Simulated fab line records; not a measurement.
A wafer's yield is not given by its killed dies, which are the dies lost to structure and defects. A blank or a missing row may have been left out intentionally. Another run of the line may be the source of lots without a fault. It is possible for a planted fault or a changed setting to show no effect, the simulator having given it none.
What tool caused it?	flow rit_cmos	at 1 step of a route of 202, 15 lots with 45 wafers sampled

== WHAT THE GAUGES SHOWED, per wafer ==
The record lacks any reading of a measuring or inspecting step that a usual standard deviation could be used to judge.

== TOOL THAT RAN EACH LOT (tool first, then ch and the chambers of the sampled wafers, then the start) ==
lot	RIT_PSD_PEB_04
L965	litho_track-03 ch 0, day 3 03:11
L966	litho_track-04 ch 0, day 3 05:17
L967	litho_track-03 ch 0, day 3 09:23
L969	litho_track-01 ch 0, day 3 19:31
L970	litho_track-01 ch 0, day 4 03:11
L971	litho_track-03 ch 0, day 4 06:22
L974	litho_track-04 ch 0, day 4 20:50
L975	litho_track-03 ch 0, day 5 02:34
L976	litho_track-01 ch 0, day 5 12:55
L983	litho_track-03, day 6 17:46
L984	litho_track-03, day 7 00:11
L985	litho_track-01, day 7 03:03
L986	litho_track-03 ch 0, day 7 10:43
L987	litho_track-04 ch 0, day 7 13:34
L988	litho_track-01 ch 0, day 7 19:34
- RIT_PSD_PEB_04

== AS READ BY THE TOOLS THEMSELVES (means over the sampled wafers that have a number; for cases with no such wafer, the mark the record gives instead) ==
RIT_PSD_PEB_04. Usual: 44.9 Pa for exhaust_pa, sd 0.9.
lot	tool	exhaust_pa (Pa)	flag
L965	litho_track-03	45.4	
L966	litho_track-04	45.1	
L967	litho_track-03	44.9	
L969	litho_track-01	45.9	
L970	litho_track-01	45.0	
L971	litho_track-03	43.3	
L974	litho_track-04	45.5	
L975	litho_track-03	45.1	
L976	litho_track-01	45.8	
L983	litho_track-03	-	OFF
L984	litho_track-03	-	OFF
L985	litho_track-01	-	OFF
L986	litho_track-03	45.8	
L987	litho_track-04	45.7	
L988	litho_track-01	44.3	

== THE ANSWER, worked out from the rows above alone ==
Rule: a lot counts as off when the mean over its wafers that have a number is more than 3 standard deviations away from the usual mean. Also off: a lot with no number at a reading for which 4 or more lots have one. Where the step has rows for the other lots, those lots are counted as sound. After the gauges, taken in route order, come the tools' own readings; for these a lot's mean is taken, as printed above. At the first step where some lot is off, the reading lying furthest off is the one used; lots without a number count as furthest.
Off: L983, L984, L985 (RIT_PSD_PEB_04, exhaust_pa). Without a number there: L983, L984, L985.
If a tool, at that step or one of the process steps before it, ran each lot that is off and ran no sound lot following the first of them, it fits. Not one of the candidates tried fits.

== WHAT THE SIMULATOR PUT IN ==
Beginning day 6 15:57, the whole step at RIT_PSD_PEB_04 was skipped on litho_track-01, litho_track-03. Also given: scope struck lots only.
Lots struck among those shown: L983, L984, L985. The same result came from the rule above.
